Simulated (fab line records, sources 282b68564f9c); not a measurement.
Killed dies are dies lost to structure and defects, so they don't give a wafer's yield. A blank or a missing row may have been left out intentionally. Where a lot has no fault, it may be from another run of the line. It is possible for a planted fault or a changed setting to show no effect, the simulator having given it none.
fab line records    flow rit_cmos    part 1 of 2: steps 1 to 36 of 51
record lots=5  wafers=15  last_day=7
route steps=202 shown ACTIVE@6 FOX1@20 FOX2@23 NWELL@28 PWELL@39 WELLDRIVE@50 NRETRO@53
lots that met no fault: taken from a fault-free run of the same line
start_h: hours from the record's opening day to when the first of the lot's shown wafers began    wait_h: hours from the lot's prior step to this one    " identical to the entry in the row above    L1.1+2: a row that stands for several wafers    - no value present, or no start provided    * or withheld: withheld    < > ~ a bound
route shown NAME@n: names a module that has steps shown in the file, with the first one's number in the route    usual: the fault-free wafers' mean and standard deviation    same: alike in all rows    chamber/n: place in a boat    sites: each site's reading    _std_site: the values' standard deviation    _edge_site: the outer-site mean with the inner-site mean subtracted    radius_mm: how far each site lies from the wafer's centre    mask NAME#n: copy n    behind: the most recent tool/chamber to have shaped the wafer    hold: why the lot was held/for how many hours/how that ended    device: whichever transistor did not switch (one of n, p or np)    end of line: at the end of the route, the tests of the same wafers    where a step has no rows: the recipe by itself    killed: at the first sort, the dies lost to defects and structure; wafer yield is something else    map: shows each die of a wafer: x if killed, . if not, _ if none is there
set.NAME: setting as actually run; set.NAME@STEP: the setting as run at that earlier step    model.NAME: the simulator's own value behind a step, which no gauge read
lots at some steps of the route; a table a step, a row a wafer
services: a tool's chamber out of use, with start hour (start_h, from the record's first day; less than 0 if before it), hours out, and reason
## steps
# step RIT_ACTIVE_HMDS_05
# recipe prime_time_s=62.34  prime_temp_c=140
lot.wafer   tool            chamber  start_h  wait_h
L078.3+4+6  litho_track-03  0        33.70    0.1
L085.2+3+4  litho_track-01  0        68.74    0.1
L092.1+2+6  litho_track-04  0        103.59   0.1
L094.3+4+5  litho_track-03  0        115.23   0.1
L095.2+4+6  litho_track-04  0        118.61   0.1
# step RIT_ACTIVE_COAT_06
# recipe resist=NOVOLAK  spin_rpm=3250  resist_thk_nm=1000
lot.wafer   tool            chamber  start_h  wait_h
L078.3+4+6  litho_track-03  0        33.85    0.1
L085.2+3+4  litho_track-01  0        68.89    0.1
L092.1+2+6  litho_track-04  0        103.74   0.1
L094.3+4+5  litho_track-03  0        115.38   0.1
L095.2+4+6  litho_track-04  0        118.77   0.1
# step RIT_ACTIVE_SOFTBAKE_07
# recipe resist=NOVOLAK  temp_c=90  time_s=60
lot.wafer   tool            chamber  start_h  wait_h
L078.3+4+6  litho_track-03  0        34.00    0.1
L085.2+3+4  litho_track-01  0        69.04    0.1
L092.1+2+6  litho_track-04  0        103.89   0.1
L094.3+4+5  litho_track-03  0        115.53   0.1
L095.2+4+6  litho_track-04  0        118.92   0.1
# step RIT_ACTIVE_EXPOSE_08
# recipe mask_id=M1  na=0.6  source_shape=conventional  sigma_outer=0.6  target_cd_nm=1400  dose_mj=225
lot.wafer   tool              chamber  start_h  wait_h  mask
L078.3+4+6  iline_stepper-01  0        34.14    0.1     M1#0
L085.2+3+4  iline_stepper-01  0        69.31    0.2     M1#0
L092.1+2+6  iline_stepper-02  0        104.04   0.1     M1#0
L094.3+4+5  iline_stepper-02  0        115.79   0.2     M1#0
L095.2+4+6  iline_stepper-01  0        119.18   0.2     M1#0
# step RIT_ACTIVE_PEB_09
# recipe resist=NOVOLAK  temp_c=withheld  time_s=withheld
lot.wafer   tool            chamber  start_h  wait_h
L078.3+4+6  litho_track-01  0        34.27    0.1
L085.2+3+4  litho_track-01  0        69.43    0.1
L092.1+2+6  litho_track-03  0        104.16   0.1
L094.3+4+5  litho_track-03  0        115.99   0.2
L095.2+4+6  litho_track-04  0        119.31   0.1
# step RIT_ACTIVE_DEVELOP_10
# recipe resist=NOVOLAK  develop_time_s=50  dev_temp_c=23
lot.wafer   tool            chamber  start_h  wait_h
L078.3+4+6  litho_track-01  0        -        -
L085.2+3+4  litho_track-01  0        -        -
L092.1+2+6  litho_track-03  0        -        -
L094.3+4+5  litho_track-03  0        -        -
L095.2+4+6  litho_track-04  0        -        -
# step RIT_ACTIVE_CD_MEAS_11
# recipe target_cd_nm=1400
# usual cd_nm=1399.2/3
lot.wafer  tool       chamber  start_h  wait_h  cd_nm
L078.3     cd_sem-01  -        34.54    -       1396.8
L078.4     "          -        "        "       1393.0
L078.6     "          -        "        "       1397.5
L085.2     cd_sem-02  -        69.71    -       1395.9
L085.3     "          -        "        "       1396.1
L085.4     "          -        "        "       1398.2
L092.1     cd_sem-01  -        104.44   -       1395.6
L092.2     "          -        "        "       1394.4
L092.6     "          -        "        "       1394.5
L094.3     cd_sem-02  -        116.27   -       1396.5
L094.4     "          -        "        "       1396.7
L094.5     "          -        "        "       1398.2
L095.2     cd_sem-02  -        119.58   -       1402.3
L095.4     "          -        "        "       1402.6
L095.6     "          -        "        "       1403.5
# step RIT_ACTIVE_HARDBAKE_12
# recipe resist=NOVOLAK  temp_c=140  time_s=60
lot.wafer   tool            chamber  start_h  wait_h
L078.3+4+6  litho_track-04  0        34.67    0.1
L085.2+3+4  litho_track-01  0        69.84    0.1
L092.1+2+6  litho_track-01  0        104.56   0.1
L094.3+4+5  litho_track-01  0        116.44   0.2
L095.2+4+6  litho_track-01  0        119.94   0.3
# step RIT_ACTIVE_ETCH_13
# recipe stop_on=SiO2  chemistry=SF6  target=Si3N4  time_s=210  over_etch_frac=0.4  SF6_flow_sccm=200  pressure_mtorr=260  rf_w=125  target_depth_a=2100
# usual drypump_motor_current_A=5.6/0.54  oes_product_au=0.818/0.012  throttle_valve_pct=7.50/0.14
lot.wafer  tool         chamber  start_h  wait_h  drypump_motor_current_A  oes_product_au  rf_hours_counter_h  throttle_valve_pct
L078.3     rie_diel-03  0        34.77    0.1     5.8                      0.814           7                   7.48
L078.4     "            3        "        "       6.1                      0.827           143                 7.63
L078.6     "            0        "        "       5.8                      0.808           -                   7.48
L085.2     rie_diel-02  0        69.96    0.1     4.8                      0.826           35                  7.61
L085.3     "            2        "        "       5.6                      0.820           160                 7.45
L085.4     "            3        "        "       5.7                      0.825           90                  7.51
L092.1     rie_diel-04  0        104.71   0.1     5.0                      0.827           62                  7.43
L092.2     "            3        "        "       5.8                      0.805           1                   7.45
L092.6     "            1        "        "       5.0                      0.825           -                   7.58
L094.3     rie_diel-03  2        116.54   0.1     4.9                      0.827           81                  7.26
L094.4     "            3        "        "       6.0                      0.816           144                 7.64
L094.5     "            3        "        "       6.0                      0.824           -                   7.63
L095.2     rie_diel-02  3        120.07   0.1     5.7                      0.822           92                  7.49
L095.4     "            0        "        "       4.8                      0.827           36                  7.64
L095.6     "            2        "        "       5.6                      0.802           -                   7.47
# step RIT_ACTIVE_STRIP_14
# recipe chemistry=O2  time_s=180  resist=NOVOLAK  platen_temp_c=withheld  power_w=500  pressure_mtorr=4000  o2_flow_sccm=4000
# usual drypump_motor_current_A=5.8/0.38
lot.wafer  tool             chamber  start_h  wait_h  drypump_motor_current_A  rf_hours_counter_h
L078.3     plasma_asher-02  1        34.97    0.1     5.8                      -
L078.4     "                0        "        "       6.6                      -
L078.6     "                0        "        "       6.6                      -
L085.2     plasma_asher-03  1        70.10    0.1     5.6                      32
L085.3     "                1        "        "       5.6                      -
L085.4     "                0        "        "       5.7                      -
L092.1     plasma_asher-02  0        104.84   0.1     6.5                      52
L092.2     "                1        "        "       5.8                      52
L092.6     "                0        "        "       6.5                      -
L094.3     plasma_asher-03  1        116.73   0.1     5.6                      -
L094.4     "                0        "        "       5.7                      -
L094.5     "                1        "        "       5.6                      -
L095.2     plasma_asher-02  1        120.20   0.1     5.8                      0
L095.4     "                1        "        "       5.8                      -
L095.6     "                1        "        "       5.8                      -
# step RIT_ACTIVE_CD_MEAS_90
# recipe target_cd_nm=1400
# usual cd_nm=1399/3
lot.wafer  tool       chamber  start_h  wait_h  cd_nm
L078.3     cd_sem-02  -        35.12    0.1     1397
L078.4     "          -        "        "       1393
L078.6     "          -        "        "       1397
L085.2     cd_sem-01  -        70.29    0.1     1396
L085.3     "          -        "        "       1396
L085.4     "          -        "        "       1398
L092.1     cd_sem-01  -        105.02   0.1     1395
L092.2     "          -        "        "       1394
L092.6     "          -        "        "       1394
L094.3     cd_sem-01  -        116.89   0.1     1396
L094.4     "          -        "        "       1397
L094.5     "          -        "        "       1398
L095.2     cd_sem-01  -        120.40   0.1     1403
L095.4     "          -        "        "       1403
L095.6     "          -        "        "       1404
# step RIT_ACTIVE_CLEAN_15
# recipe chemistry=SC1  mix=3:3:50  time_s=600  temp_c=75
# usual bath_heat_duty_pct=15.3/1.3
lot.wafer  tool          chamber  start_h  wait_h  bath_heat_duty_pct
L078.3     wet_bench-02  2        35.20    0.1     15.5
L078.4     "             2        "        "       14.7
L078.6     "             2        "        "       15.6
L085.2     wet_bench-02  0        70.39    0.1     15.0
L085.3     "             0        "        "       14.7
L085.4     "             0        "        "       15.1
L092.1     wet_bench-02  2        105.14   0.1     14.3
L092.2     "             2        "        "       15.3
L092.6     "             2        "        "       14.9
L094.3     wet_bench-02  3        116.97   0.1     13.8
L094.4     "             3        "        "       13.5
L094.5     "             3        "        "       13.3
L095.2     wet_bench-03  2        120.50   0.1     12.5
L095.4     "             2        "        "       12.9
L095.6     "             2        "        "       13.2
# step RIT_ACTIVE_CLEAN_16
# recipe chemistry=dHF  dilution=50:1  time_s=28.62
lot.wafer   tool          chamber  start_h  wait_h
L078.3+4+6  wet_bench-01  0        35.39    0.0
L085.2+3+4  wet_bench-01  1        70.57    0.0
L092.1+2+6  wet_bench-03  0        105.31   0.0
L094.3+4+5  wet_bench-03  1        117.14   0.0
L095.2+4+6  wet_bench-02  1        120.67   0.0
# step RIT_ACTIVE_CLEAN_17
# recipe chemistry=SC2  mix=3:3:50  time_s=600  temp_c=75  dry=n2_spin
# usual bath_heat_duty_pct=15.2/1.5
lot.wafer  tool          chamber  start_h  wait_h  bath_heat_duty_pct
L078.3     wet_bench-03  3        35.41    0.0     15.1
L078.4     "             3        "        "       15.3
L078.6     "             3        "        "       15.6
L085.2     wet_bench-03  1        70.58    0.0     13.2
L085.3     "             1        "        "       13.3
L085.4     "             1        "        "       13.9
L092.1     wet_bench-02  2        105.33   0.0     17.4
L092.2     "             2        "        "       16.0
L092.6     "             2        "        "       14.5
L094.3     wet_bench-02  0        117.16   0.0     13.6
L094.4     "             0        "        "       15.0
L094.5     "             0        "        "       15.2
L095.2     wet_bench-01  3        120.69   0.0     15.2
L095.4     "             3        "        "       15.5
L095.6     "             3        "        "       15.6
# step RIT_FOX1_OXIDATION_00
# recipe temp_c=1100  ambient=H2O  target_thk_a=3507  p_h2o_torr=720  ox_time_s=1130
lot.wafer   tool        chamber  start_h  wait_h
L078.3+4+6  furnace-04  0        35.62    0.0
L085.2+3+4  furnace-03  0        73.56    2.8
L092.1+2+6  furnace-03  0        105.99   0.5
L094.3+4+5  furnace-03  0        118.19   0.9
L095.2+4+6  furnace-04  0        120.86   0.0
# step RIT_FOX1_THK_MEAS_01
# recipe reads=SiO2_of_FOX1_OXIDATION_00
# usual FOX1_OXIDE_THK=346/5.9
lot.wafer  tool           chamber  start_h  wait_h  FOX1_OXIDE_THK[nm]
L078.3     film_metro-02  -        36.95    0.0     352
L078.4     "              -        "        "       349
L078.6     "              -        "        "       350
L085.2     film_metro-02  -        74.88    0.0     346
L085.3     "              -        "        "       347
L085.4     "              -        "        "       350
L092.1     film_metro-02  -        107.31   0.0     344
L092.2     "              -        "        "       348
L092.6     "              -        "        "       353
L094.3     film_metro-02  -        119.53   0.0     339
L094.4     "              -        "        "       338
L094.5     "              -        "        "       343
L095.2     film_metro-02  -        122.19   0.0     342
L095.4     "              -        "        "       343
L095.6     "              -        "        "       349
# step RIT_FOX1_WET_ETCH_02
# recipe chemistry=BOE  target_depth_nm=350  time_s=390  temp_c=21.5  dry=n2_spin  dilution=10:1  target=SiO2
# usual bath_heat_duty_pct=1.6/0.38
lot.wafer  tool          chamber  start_h  wait_h  bath_heat_duty_pct
L078.3     wet_bench-04  3        36.99    0.0     1.5
L078.4     "             3        "        "       1.1
L078.6     "             3        "        "       1.7
L085.2     wet_bench-01  2        74.93    0.0     1.8
L085.3     "             2        "        "       1.4
L085.4     "             2        "        "       2.2
L092.1     wet_bench-03  1        107.37   0.1     1.2
L092.2     "             1        "        "       1.5
L092.6     "             1        "        "       1.1
L094.3     wet_bench-01  2        119.57   0.0     1.6
L094.4     "             2        "        "       1.8
L094.5     "             2        "        "       1.6
L095.2     wet_bench-04  1        122.24   0.0     1.2
L095.4     "             1        "        "       1.2
L095.6     "             1        "        "       1.3
# step RIT_FOX2_OXIDATION_00
# recipe temp_c=1100  ambient=H2O  target_thk_a=3507  p_h2o_torr=720  ox_time_s=1130
lot.wafer   tool        chamber  start_h  wait_h
L078.3+4+6  furnace-04  0        37.11    0.0
L085.2+3+4  furnace-03  0        76.37    1.2
L092.1+2+6  furnace-03  0        107.56   0.1
L094.3+4+5  furnace-03  0        119.69   0.0
L095.2+4+6  furnace-04  0        122.36   0.0
# step RIT_FOX2_THK_MEAS_01
# recipe reads=SiO2_of_FOX2_OXIDATION_00
# usual FOX2_OXIDE_THK=347/6.5
lot.wafer  tool           chamber  start_h  wait_h  FOX2_OXIDE_THK[nm]
L078.3     film_metro-02  -        38.44    0.0     351
L078.4     "              -        "        "       353
L078.6     "              -        "        "       353
L085.2     film_metro-02  -        77.70    0.0     344
L085.3     "              -        "        "       342
L085.4     "              -        "        "       341
L092.1     film_metro-01  -        108.87   0.0     339
L092.2     "              -        "        "       339
L092.6     "              -        "        "       340
L094.3     film_metro-02  -        121.02   0.0     346
L094.4     "              -        "        "       343
L094.5     "              -        "        "       347
L095.2     film_metro-02  -        123.69   0.0     337
L095.4     "              -        "        "       346
L095.6     "              -        "        "       341
# step RIT_FOX2_CLEAN_02
# recipe chemistry=dHF  dilution=50:1  time_s=180
lot.wafer   tool          chamber  start_h  wait_h
L078.3+4+6  wet_bench-02  2        38.48    0.0
L085.2+3+4  wet_bench-04  2        77.75    0.0
L092.1+2+6  wet_bench-02  0        108.93   0.1
L094.3+4+5  wet_bench-04  3        121.06   0.0
L095.2+4+6  wet_bench-04  3        123.74   0.0
# step RIT_FOX2_WET_ETCH_03
# recipe chemistry=H3PO4  target=Si3N4  target_depth_nm=195  temp_c=165  time_s=2700
# usual bath_heat_duty_pct=27.0/2.2
lot.wafer  tool          chamber  start_h  wait_h  bath_heat_duty_pct
L078.3     wet_bench-01  0        38.55    0.0     29.9
L078.4     "             0        "        "       31.5
L078.6     "             0        "        "       28.0
L085.2     wet_bench-02  2        77.81    0.0     28.7
L085.3     "             2        "        "       25.8
L085.4     "             2        "        "       27.6
L092.1     wet_bench-04  3        108.99   0.0     26.9
L092.2     "             3        "        "       26.4
L092.6     "             3        "        "       28.5
L094.3     wet_bench-01  1        121.12   0.0     30.5
L094.4     "             1        "        "       31.1
L094.5     "             1        "        "       26.8
L095.2     wet_bench-02  3        123.80   0.0     24.8
L095.4     "             3        "        "       26.7
L095.6     "             3        "        "       24.8
# step RIT_FOX2_THK_MEAS_90
# recipe reads=SiO2_of_FOX2_OXIDATION_00
# usual FIELD_OXIDE_LEFT_1_THK=319/6.5
lot.wafer  tool           chamber  start_h  wait_h  FIELD_OXIDE_LEFT_1_THK[nm]
L078.3     film_metro-01  -        39.32    0.0     324
L078.4     "              -        "        "       326
L078.6     "              -        "        "       326
L085.2     film_metro-02  -        78.57    0.0     317
L085.3     "              -        "        "       314
L085.4     "              -        "        "       314
L092.1     film_metro-02  -        109.82   0.0     312
L092.2     "              -        "        "       312
L092.6     "              -        "        "       313
L094.3     film_metro-02  -        121.90   0.0     319
L094.4     "              -        "        "       315
L094.5     "              -        "        "       319
L095.2     film_metro-03  -        124.64   0.0     311
L095.4     "              -        "        "       319
L095.6     "              -        "        "       314
# step RIT_NWELL_HMDS_00
# recipe prime_time_s=60  prime_temp_c=140
lot.wafer   tool            chamber  start_h  wait_h
L078.3+4+6  litho_track-03  0        39.41    0.1
L085.2+3+4  litho_track-03  0        78.65    0.1
L092.1+2+6  litho_track-02  0        109.88   0.1
L094.3+4+5  litho_track-04  0        122.06   0.1
L095.2+4+6  litho_track-02  0        124.71   0.1
# step RIT_NWELL_COAT_01
# recipe resist=NOVOLAK  spin_rpm=2000  resist_thk_nm=1300
lot.wafer   tool            chamber  start_h  wait_h
L078.3+4+6  litho_track-03  0        39.56    0.1
L085.2+3+4  litho_track-03  0        78.80    0.1
L092.1+2+6  litho_track-02  0        110.03   0.1
L094.3+4+5  litho_track-04  0        122.21   0.1
L095.2+4+6  litho_track-02  0        124.86   0.1
# step RIT_NWELL_SOFTBAKE_02
# recipe resist=NOVOLAK  temp_c=90  time_s=60
lot.wafer   tool            chamber  start_h  wait_h
L078.3+4+6  litho_track-03  0        39.71    0.1
L085.2+3+4  litho_track-03  0        78.95    0.1
L092.1+2+6  litho_track-02  0        110.18   0.1
L094.3+4+5  litho_track-04  0        122.36   0.1
L095.2+4+6  litho_track-02  0        125.01   0.1
# step RIT_NWELL_EXPOSE_03
# recipe mask_id=M2  na=0.57  target_cd_nm=43900  dose_mj=250
lot.wafer   tool              chamber  start_h  wait_h  mask
L078.3+4+6  iline_stepper-02  0        39.98    0.2     M2#0
L085.2+3+4  iline_stepper-02  0        79.22    0.2     M2#0
L092.1+2+6  iline_stepper-01  0        110.79   0.6     M2#0
L094.3+4+5  iline_stepper-02  0        122.50   0.1     M2#0
L095.2+4+6  iline_stepper-01  0        125.28   0.2     M2#0
# step RIT_NWELL_PEB_04
# recipe resist=NOVOLAK  temp_c=withheld  time_s=withheld
lot.wafer   tool            chamber  start_h  wait_h
L078.3+4+6  litho_track-04  0        40.11    0.1
L085.2+3+4  litho_track-02  0        79.34    0.1
L092.1+2+6  litho_track-04  0        110.90   0.1
L094.3+4+5  litho_track-02  0        122.63   0.1
L095.2+4+6  litho_track-04  0        125.41   0.1
# step RIT_NWELL_DEVELOP_05
# recipe resist=NOVOLAK  develop_time_s=68  dev_temp_c=23.32
lot.wafer   tool            chamber  start_h  wait_h
L078.3+4+6  litho_track-04  0        -        -
L085.2+3+4  litho_track-02  0        -        -
L092.1+2+6  litho_track-04  0        -        -
L094.3+4+5  litho_track-02  0        -        -
L095.2+4+6  litho_track-04  0        -        -
# step RIT_NWELL_OVL_MEAS_06
# usual NWELL_OVL=0.2/1.4
lot.wafer  tool        chamber  start_h  wait_h  NWELL_OVL[nm]
L078.3     overlay-01  -        40.38    -       1.1
L078.4     "           -        "        "       -0.4
L078.6     "           -        "        "       0.2
L085.2     overlay-02  -        79.63    -       0.6
L085.3     "           -        "        "       1.7
L085.4     "           -        "        "       1.2
L092.1     overlay-01  -        111.22   -       1.1
L092.2     "           -        "        "       -1.5
L092.6     "           -        "        "       -0.1
L094.3     overlay-02  -        122.90   -       0.0
L094.4     "           -        "        "       0.1
L094.5     "           -        "        "       -0.3
L095.2     overlay-02  -        125.70   -       0.8
L095.4     "           -        "        "       2.0
L095.6     "           -        "        "       0.1
# step RIT_NWELL_HARDBAKE_07
# recipe resist=NOVOLAK  temp_c=140  time_s=120
lot.wafer   tool            chamber  start_h  wait_h
L078.3+4+6  litho_track-02  0        40.49    0.1
L085.2+3+4  litho_track-02  0        79.71    0.1
L092.1+2+6  litho_track-04  0        111.25   0.0
L094.3+4+5  litho_track-04  0        123.01   0.1
L095.2+4+6  litho_track-04  0        125.77   0.1
# step RIT_NWELL_IMPLANT_08
# recipe species=P  energy_kev=171.3  dose_cm2=5e+13  tilt_deg=7
# same implant_ion_amu=31
lot.wafer   tool          chamber  start_h  wait_h
L078.3+4+6  implanter-01  0        40.70    0.2
L085.2+3+4  implanter-02  0        79.94    0.2
L092.1+2+6  implanter-04  0        111.50   0.2
L094.3+4+5  implanter-01  0        123.23   0.2
L095.2+4+6  implanter-01  0        126.01   0.2
# step RIT_NWELL_STRIP_09
# recipe chemistry=O2  time_s=180  resist=NOVOLAK  platen_temp_c=withheld  power_w=500  pressure_mtorr=4000  o2_flow_sccm=4000
# usual drypump_motor_current_A=5.7/0.5
lot.wafer  tool             chamber  start_h  wait_h  drypump_motor_current_A  rf_hours_counter_h
L078.3     plasma_asher-02  1        40.86    0.1     5.8                      -
L078.4     "                0        "        "       6.5                      -
L078.6     "                0        "        "       6.6                      -
L085.2     plasma_asher-02  1        80.06    0.1     5.8                      49
L085.3     "                0        "        "       6.5                      -
L085.4     "                1        "        "       5.8                      -
L092.1     plasma_asher-01  1        111.65   0.1     4.9                      51
L092.2     "                0        "        "       5.9                      51
L092.6     "                0        "        "       5.9                      -
L094.3     plasma_asher-02  0        123.39   0.1     6.6                      -
L094.4     "                1        "        "       5.8                      -
L094.5     "                1        "        "       5.8                      -
L095.2     plasma_asher-01  0        126.13   0.1     5.9                      53
L095.4     "                0        "        "       5.9                      -
L095.6     "                0        "        "       5.9                      -
# step RIT_NWELL_TW_MEAS_10
# usual NWELL_TW=2142/9
lot.wafer  tool           chamber  start_h  wait_h  NWELL_TW
L078.3     film_metro-02  -        41.00    0.1     2143
L078.4     "              -        "        "       2139
L078.6     "              -        "        "       2144
L085.2     film_metro-04  -        80.25    0.1     2150
L085.3     "              -        "        "       2146
L085.4     "              -        "        "       2149
L092.1     film_metro-02  -        111.83   0.1     2142
L092.2     "              -        "        "       2130
L092.6     "              -        "        "       2135
L094.3     film_metro-02  -        123.52   0.1     2133
L094.4     "              -        "        "       2143
L094.5     "              -        "        "       2135
L095.2     film_metro-02  -        126.32   0.1     2151
L095.4     "              -        "        "       2145
L095.6     "              -        "        "       2149
# step RIT_PWELL_HMDS_00
# recipe prime_time_s=60  prime_temp_c=140
lot.wafer   tool            chamber  start_h  wait_h
L078.3+4+6  litho_track-01  0        41.09    0.1
L085.2+3+4  litho_track-01  0        80.32    0.1
L092.1+2+6  litho_track-04  0        111.89   0.1
L094.3+4+5  litho_track-01  0        123.61   0.1
L095.2+4+6  litho_track-02  0        126.39   0.1
# step RIT_PWELL_COAT_01
# recipe resist=NOVOLAK  spin_rpm=2000  resist_thk_nm=1300
lot.wafer   tool            chamber  start_h  wait_h
L078.3+4+6  litho_track-01  0        41.24    0.1
L085.2+3+4  litho_track-01  0        80.47    0.1
L092.1+2+6  litho_track-04  0        112.04   0.1
L094.3+4+5  litho_track-01  0        123.76   0.1
L095.2+4+6  litho_track-02  0        126.54   0.1
# step RIT_PWELL_SOFTBAKE_02
# recipe resist=NOVOLAK  temp_c=90  time_s=60
lot.wafer   tool            chamber  start_h  wait_h
L078.3+4+6  litho_track-01  0        41.39    0.1
L085.2+3+4  litho_track-01  0        80.62    0.1
L092.1+2+6  litho_track-04  0        112.19   0.1
L094.3+4+5  litho_track-01  0        123.91   0.1
L095.2+4+6  litho_track-02  0        126.69   0.1
